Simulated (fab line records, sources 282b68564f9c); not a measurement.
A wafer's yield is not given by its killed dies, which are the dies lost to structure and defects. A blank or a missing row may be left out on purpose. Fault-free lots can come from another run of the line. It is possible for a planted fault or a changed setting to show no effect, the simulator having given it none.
Struck lot and sound lot, side by side ; flow ritCmos ; 17 steps out of a route of 202
Sound: these wafers, L464.1, L464.2, L464.3. Wafers struck: L469.3, L469.5, L469.6. At the end, the cause is stated.
Order at every step that has rows: each side's tool, ch and its chambers, its first start. Under that, the readings that differ: sound wafers ; struck wafers ; difference of the means ; sigmas: that difference in standard deviations of wafers without a fault.
alike: readings whose means differ by less than 2 such deviations, and words and numbers that are the same on both sides. not compared: withheld readings, readings that some wafer has no value for, bounds like >300 that may hide the same value, and numbers for which the record gives no deviation and whose values overlap.
A row with sigmas, a row that says differs or no value, or rows on one side alone: a step with any of these is where the two part. When numbers do not overlap yet have no deviation, they are printed without sigmas and do not part them. A reading missing from all wafers of one side parts the sides only when that side holds two or more wafers.

first, 2 steps without rows for these wafers: RIT_NRETRO_HARDBAKE_07 (time 120 s); RIT_NRETRO_IMPLANT_08.
RIT_NRETRO_STRIP_09: strips in O2, time 180 s.
  sound on plasmaAsher-01 ch 0,1, day 2 12:02; struck on plasmaAsher-02 ch 0,1, day 3 13:26
  alike: drypumpMotorCurrentA
  not compared: rfHoursCounterH
RIT_NRETRO_TW_MEAS_10:
  sound: filmMetro-02 at day 2 12:13; struck: filmMetro-02 at day 3 13:35
  alike: NRETRO_TW
then, 6 steps without rows for these wafers: RIT_PRETRO_HMDS_00 (prime time 60 s); RIT_PRETRO_COAT_01 (resist thk 1300 nm); RIT_PRETRO_SOFTBAKE_02 (time 60 s); RIT_PRETRO_EXPOSE_03 (exposes mask M5, target cd 43700 nm); RIT_PRETRO_PEB_04; RIT_PRETRO_DEVELOP_05 (develop time 68 s).
RIT_PRETRO_OVL_MEAS_06:
  sound: overlay-01 at day 2 13:09; struck: overlay-01 at day 3 14:43
  alike: PRETRO_OVL
then, 1 step without rows for these wafers: RIT_PRETRO_HARDBAKE_07 (time 120 s).
RIT_PRETRO_IMPLANT_08:
  sound on implanter-01 ch 0, day 2 13:26; struck on implanter-01 ch 0, day 3 15:02
reading;sound;struck;difference;sigmas
doseIonsCm2;1.1997e+13 1.2009e+13 1.1991e+13;1.3005e+13 1.3016e+13 1.3022e+13;+1.0153e+12;+78
faradayCurrentUA;37.5 37.8 38.3;41.1 41.0 41.5;+3.3;+4
  alike: endStationPressureTorr
RIT_PRETRO_STRIP_09: strips in O2, time 180 s.
  sound on plasmaAsher-02 ch 0,1, day 2 13:35; struck on plasmaAsher-02 ch 0,1, day 3 15:11
  alike: drypumpMotorCurrentA
  not compared: rfHoursCounterH
RIT_PRETRO_TW_MEAS_10:
  sound: filmMetro-01 at day 2 13:46; struck: filmMetro-03 at day 3 15:20
reading;sound;struck;difference;sigmas
PRETRO_TW;478.0 475.7 477.1;489.0 489.4 486.4;+11.3;+4
then, 1 step without rows for these wafers: RIT_GATE_WET_ETCH_00 (etches SiO2 in BOE, target depth 56 nm, time 60 s).
RIT_M1_PROBE_99:
  sound: prober-02 at day 3 15:52; struck: prober-01 at day 4 20:45
reading;sound;struck;difference;sigmas
model.etest.capNGate.cMinFfUm2;2.365 2.369 2.373;2.416 2.43 2.422;+0.054;
model.etest.nmos_0p3.vtSatV (V);0.5558 0.5461 0.5429;0.5646 0.556 0.5669;+0.0142;
model.etest.nmos_0p3.vtV (V);0.573 0.564 0.5586;0.5776 0.5751 0.5844;+0.0138;
model.etest.nmosNarrow.vtV (V);0.6086 0.6014 0.5946;0.6152 0.6087 0.6217;+0.0137;
  alike: killedAtContacts, killedAtFrontEnd, killedDies, killedOnRim, killedOpen, killedShort

== WHERE THEY PART ==
Earliest at RIT_PRETRO_IMPLANT_08; latest, in this record, at RIT_PRETRO_TW_MEAS_10. Later steps at which nothing parts them and some readings are alike: RIT_M1_PROBE_99.

WHY: whatever the simulator had introduced
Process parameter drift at RIT_PRETRO_IMPLANT_08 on implanter-01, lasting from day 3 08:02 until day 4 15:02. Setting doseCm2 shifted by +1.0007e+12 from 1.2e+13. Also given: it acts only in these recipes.
